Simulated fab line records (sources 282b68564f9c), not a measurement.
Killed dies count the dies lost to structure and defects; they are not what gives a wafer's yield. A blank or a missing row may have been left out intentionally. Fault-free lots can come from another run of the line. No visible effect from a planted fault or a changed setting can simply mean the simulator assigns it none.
fab line records	flow ritCmos
[record] lots = 15	wafers = 45	lastDay = 7
route steps=202 shown ACTIVE@1 NWELL@31 GATE@93
lots untouched by any fault: they come from a run of this same line in which no faults occurred
startH: the number of hours between the record's first day and the start of the first shown wafer of the lot	waitH: how many hours have passed since the lot's step before this one	" same as the row above	L1.1+2: several wafers, shown together as one row	- no value, or no start was given	* or withheld: withheld	< > ~ a bound
route shown NAME@n: NAME is a module with steps in the file, n the number in the route of the first one	usual: average and standard deviation across the fault-free wafers	same: alike in all rows	chamber/n: place in a boat	sites: readings site by site	_std_site: their standard deviation	_edge_site: the outer-site mean with the inner-site mean subtracted	radiusMm: for every site, how far away it sits from the centre of the wafer	mask NAME#n: copy n	behind: the tool/chamber that last shaped the wafer	hold: why the lot was held/for how many hours/how that ended	device: the transistor (n, p or np) that didn't switch	end of line: at the end of the route, the tests of the same wafers	a step given without rows: its recipe and nothing more	killed: count of dies lost to structure and defects at first sort (not the wafer's yield)	map: the dies of a wafer, with x for killed, . for not killed, _ for no die there
set.NAME: the setting the step ran with; set.NAME@STEP: the setting that earlier step ran with	model.NAME: the simulator's own value behind a step, which no gauge read
one table for each step of the route and one row for each wafer, over a sample of lots
services: a tool's chamber out of use, with start hour (startH, from the record's first day; less than 0 if before it), hours out, and reason
[[steps]]
[step RIT_ACTIVE_BOW_MEAS_00]
[recipe] mode = bow
[usual] INCOMING_BOW = 0/6.2
lot.wafer	tool	chamber	startH	waitH	INCOMING_BOW[um]
L156.1	filmMetro-02	-	30.00	-	3
L156.2	"	-	"	"	3
L156.6	"	-	"	"	-4
L157.1	filmMetro-02	-	35.00	-	1
L157.3	"	-	"	"	-5
L157.4	"	-	"	"	1
L158.1	filmMetro-03	-	40.00	-	4
L158.3	"	-	"	"	6
L158.6	"	-	"	"	4
L161.3	filmMetro-02	-	55.04	-	0
L161.5	"	-	"	"	8
L161.6	"	-	"	"	1
L163.3	filmMetro-04	-	65.04	-	-15
L163.5	"	-	"	"	16
L163.6	"	-	"	"	3
L165.4	filmMetro-04	-	75.06	-	-1
L165.5	"	-	"	"	-1
L165.6	"	-	"	"	-3
L167.2	filmMetro-04	-	85.02	-	-2
L167.3	"	-	"	"	-6
L167.5	"	-	"	"	0
L168.2	filmMetro-02	-	90.02	-	-10
L168.3	"	-	"	"	0
L168.5	"	-	"	"	-11
L169.1	filmMetro-04	-	95.00	-	-5
L169.3	"	-	"	"	3
L169.6	"	-	"	"	-3
L170.2	filmMetro-03	-	100.02	-	8
L170.4	"	-	"	"	-2
L170.5	"	-	"	"	-8
L171.2	filmMetro-04	-	105.02	-	-3
L171.3	"	-	"	"	8
L171.5	"	-	"	"	3
L172.2	filmMetro-03	-	110.02	-	-2
L172.3	"	-	"	"	7
L172.6	"	-	"	"	-3
L173.1	filmMetro-03	-	115.00	-	-6
L173.2	"	-	"	"	-3
L173.4	"	-	"	"	8
L174.1	filmMetro-03	-	120.00	-	15
L174.3	"	-	"	"	-4
L174.6	"	-	"	"	6
L175.2	filmMetro-02	-	125.02	-	-1
L175.4	"	-	"	"	0
L175.5	"	-	"	"	-9
[step RIT_NWELL_EXPOSE_03]
[recipe] maskId = M2	na = 0.57	targetCdNm = 43900	doseMj = 250
[usual] exposureDoseMJCm2 = 250.01/0.23	focusOffsetNm = 0.0/0.58	reticleTempC = 23.00/0.11
lot.wafer	tool	chamber	startH	waitH	mask	exposureDoseMJCm2	focusOffsetNm	reticleTempC
L156.1	ilineStepper-02	0	43.42	0.2	M2#0	250.02	0.3	22.74
L156.2	"	0	"	"	M2#0	250.12	-0.5	23.15
L156.6	"	0	"	"	M2#0	249.91	-0.2	22.94
L157.1	ilineStepper-02	0	48.15	0.1	M2#0	249.80	-0.8	22.91
L157.3	"	0	"	"	M2#0	250.06	-0.4	22.97
L157.4	"	0	"	"	M2#0	249.95	-0.5	22.94
L158.1	ilineStepper-01	0	58.63	0.2	M2#0	249.70	1.1	23.09
L158.3	"	0	"	"	M2#0	249.79	0.0	22.96
L158.6	"	0	"	"	M2#0	249.87	0.6	22.94
L161.3	ilineStepper-01	0	68.78	0.1	M2#0	250.26	-0.4	22.85
L161.5	"	0	"	"	M2#0	250.40	-0.1	23.05
L161.6	"	0	"	"	M2#0	250.12	0.0	22.92
L163.3	ilineStepper-02	0	78.31	0.1	M2#0	250.15	-0.2	23.15
L163.5	"	0	"	"	M2#0	249.94	-0.2	23.00
L163.6	"	0	"	"	M2#0	249.95	-0.1	23.01
L165.4	ilineStepper-01	0	86.77	0.2	M2#0	250.22	0.7	23.12
L165.5	"	0	"	"	M2#0	250.08	0.6	23.02
L165.6	"	0	"	"	M2#0	249.95	-0.2	23.06
L167.2	ilineStepper-01	-	98.90	0.1	M2#0	-	-	-
L167.3	"	-	"	"	M2#0	-	-	-
L167.5	"	-	"	"	M2#0	-	-	-
L168.2	ilineStepper-01	-	101.50	0.1	M2#0	-	-	-
L168.3	"	-	"	"	M2#0	-	-	-
L168.5	"	-	"	"	M2#0	-	-	-
L169.1	ilineStepper-01	-	105.74	0.1	M2#0	-	-	-
L169.3	"	-	"	"	M2#0	-	-	-
L169.6	"	-	"	"	M2#0	-	-	-
L170.2	ilineStepper-01	0	113.15	0.1	M2#0	250.02	1.3	22.93
L170.4	"	0	"	"	M2#0	250.18	0.8	23.01
L170.5	"	0	"	"	M2#0	250.38	0.5	22.78
L171.2	ilineStepper-01	0	116.68	0.1	M2#0	249.72	0.2	23.00
L171.3	"	0	"	"	M2#0	249.78	-0.6	22.99
L171.5	"	0	"	"	M2#0	249.82	-0.2	23.12
L172.2	ilineStepper-02	0	121.40	0.2	M2#0	250.15	-0.5	22.96
L172.3	"	0	"	"	M2#0	250.04	-1.6	23.15
L172.6	"	0	"	"	M2#0	250.05	-1.2	23.04
L173.1	ilineStepper-02	0	127.32	0.1	M2#0	250.06	-1.0	22.88
L173.2	"	0	"	"	M2#0	250.22	-0.3	23.01
L173.4	"	0	"	"	M2#0	249.89	-0.1	22.84
L174.1	ilineStepper-02	0	131.20	0.1	M2#0	250.05	0.3	23.16
L174.3	"	0	"	"	M2#0	250.31	-0.2	23.14
L174.6	"	0	"	"	M2#0	249.92	0.6	23.18
L175.2	ilineStepper-02	0	135.75	0.1	M2#0	249.73	0.4	22.94
L175.4	"	0	"	"	M2#0	249.86	0.2	23.06
L175.5	"	0	"	"	M2#0	249.42	0.5	22.91
[step RIT_GATE_OVL_MEAS_17]
[usual] GATE_OVL = 1.3/1.4
lot.wafer	tool	chamber	startH	waitH	GATE_OVL[nm]
L156.1	overlay-02	-	66.11	0.1	1.5
L156.2	"	-	"	"	0.4
L156.6	"	-	"	"	1.2
L157.1	overlay-01	-	70.44	0.1	2.1
L157.3	"	-	"	"	2.0
L157.4	"	-	"	"	1.3
L158.1	overlay-02	-	78.27	0.1	0.5
L158.3	"	-	"	"	-1.3
L158.6	"	-	"	"	0.1
L161.3	overlay-02	-	88.99	0.1	1.2
L161.5	"	-	"	"	-1.1
L161.6	"	-	"	"	0.6
L163.3	overlay-01	-	97.62	0.1	-0.8
L163.5	"	-	"	"	-0.2
L163.6	"	-	"	"	-0.3
L165.4	overlay-02	-	105.59	0.1	1.1
L165.5	"	-	"	"	1.5
L165.6	"	-	"	"	-1.5
L167.2	overlay-01	-	116.26	0.1	2.5
L167.3	"	-	"	"	2.4
L167.5	"	-	"	"	0.4
L168.2	overlay-02	-	118.01	0.1	-0.5
L168.3	"	-	"	"	0.3
L168.5	"	-	"	"	-1.6
L169.1	overlay-01	-	126.33	0.1	3.7
L169.3	"	-	"	"	2.0
L169.6	"	-	"	"	0.7
L170.2	overlay-01	-	131.77	0.1	-0.4
L170.4	"	-	"	"	-1.8
L170.5	"	-	"	"	0.3
L171.2	overlay-02	-	134.11	0.1	1.7
L171.3	"	-	"	"	2.4
L171.5	"	-	"	"	1.2
L172.2	overlay-02	-	140.44	0.1	0.0
L172.3	"	-	"	"	1.3
L172.6	"	-	"	"	0.3
L173.1	overlay-01	-	145.81	0.1	1.2
L173.2	"	-	"	"	1.0
L173.4	"	-	"	"	0.5
L174.1	overlay-02	-	148.33	0.1	1.3
L174.3	"	-	"	"	0.7
L174.6	"	-	"	"	3.1
L175.2	overlay-01	-	152.86	0.1	1.9
L175.4	"	-	"	"	1.1
L175.5	"	-	"	"	1.7
[step RIT_GATE_STRIP_20]
[recipe] chemistry = O2	timeS = 180	resist = NOVOLAK	platenTempC = withheld	powerW = 500	pressureMtorr = 4000	o2FlowSccm = 4000
[usual] drypumpMotorCurrentA = 5.91/0.22
lot.wafer	tool	chamber	startH	waitH	drypumpMotorCurrentA	rfHoursCounterH
L156.1	plasmaAsher-02	1	66.41	0.1	5.90	42
L156.2	"	0	"	"	5.65	42
L156.6	"	0	"	"	5.66	-
L157.1	plasmaAsher-03	0	70.73	0.1	5.76	43
L157.3	"	0	"	"	5.76	-
L157.4	"	1	"	"	5.63	-
L158.1	plasmaAsher-02	0	78.57	0.1	5.69	43
L158.3	"	0	"	"	5.68	-
L158.6	"	0	"	"	5.69	-
L161.3	plasmaAsher-03	0	89.33	0.1	5.76	-
L161.5	"	0	"	"	5.77	-
L161.6	"	1	"	"	5.65	-
L163.3	plasmaAsher-04	0	97.96	0.1	6.15	-
L163.5	"	1	"	"	6.16	-
L163.6	"	0	"	"	6.19	-
L165.4	plasmaAsher-02	1	105.94	0.1	5.88	-
L165.5	"	0	"	"	5.67	-
L165.6	"	1	"	"	5.89	-
L167.2	plasmaAsher-03	1	116.55	0.1	5.66	48
L167.3	"	1	"	"	5.67	-
L167.5	"	1	"	"	5.65	-
L168.2	plasmaAsher-04	1	118.30	0.1	6.22	32
L168.3	"	1	"	"	6.19	-
L168.5	"	1	"	"	6.19	-
L169.1	plasmaAsher-03	1	126.62	0.1	5.66	50
L169.3	"	0	"	"	5.78	-
L169.6	"	1	"	"	5.64	-
L170.2	plasmaAsher-02	0	132.06	0.1	5.63	1
L170.4	"	1	"	"	5.88	-
L170.5	"	1	"	"	5.85	-
L171.2	plasmaAsher-03	0	134.40	0.1	5.77	50
L171.3	"	1	"	"	5.64	-
L171.5	"	0	"	"	5.77	-
L172.2	plasmaAsher-02	1	140.73	0.1	5.87	2
L172.3	"	0	"	"	5.71	-
L172.6	"	1	"	"	5.86	-
L173.1	plasmaAsher-04	0	146.33	0.1	6.20	35
L173.2	"	1	"	"	6.17	35
L173.4	"	1	"	"	6.16	-
L174.1	plasmaAsher-04	0	148.62	0.1	6.18	35
L174.3	"	1	"	"	6.17	-
L174.6	"	1	"	"	6.20	-
L175.2	plasmaAsher-04	1	153.14	0.1	6.19	36
L175.4	"	1	"	"	6.14	-
L175.5	"	1	"	"	6.16	-
[[services]]
tool	chamber	startH	hours	kind
ilineStepper-02	-	39.05	1.7	pm
ilineStepper-02	0	44.72	-	calibration
plasmaAsher-04	-	105.75	0.9	repair
plasmaAsher-02	-	108.75	9.0	pm
plasmaAsher-02	0	108.75	9.0	ventCycle
plasmaAsher-02	1	108.75	9.0	ventCycle
plasmaAsher-02	0	117.75	-	clean
plasmaAsher-02	1	117.75	-	clean
ilineStepper-01	0	134.98	-	calibration
[[key]]
[firstSign] step = RIT_NWELL_EXPOSE_03	reading = toolRecord	direction = missing
effect none on later readings
metAt RIT_NWELL_EXPOSE_03
struckLots L167,L168,L169
sortLeftOut L167.2,L167.3,L167.5,L168.2,L168.3,L168.5,L169.1,L169.3,L169.6
testerLeftOut L167,L168,L169
notActingAt RIT_ACTIVE_BOW_MEAS_00,RIT_GATE_OVL_MEAS_17,RIT_GATE_STRIP_20
onsetBetween 86.77 98.90
[fault] kind = skippedStepWhole	tool = ilineStepper-01	chamber = -	onsetH = 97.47	steps = RIT_NWELL_EXPOSE_03	scope = struckLotsOnly
// testerLeftOut: of these lots the tester's yield and bins aren't shown, on N5 and GAA mostly nor the transistor test; their killed dies are dies lost to structure and defects alone, not to doping, threshold or leakage, so they don't give the yield
// sortLeftOut: the simulated sort isn't trusted on such a fault, so these wafers' sort isn't shown, and their yield isn't known
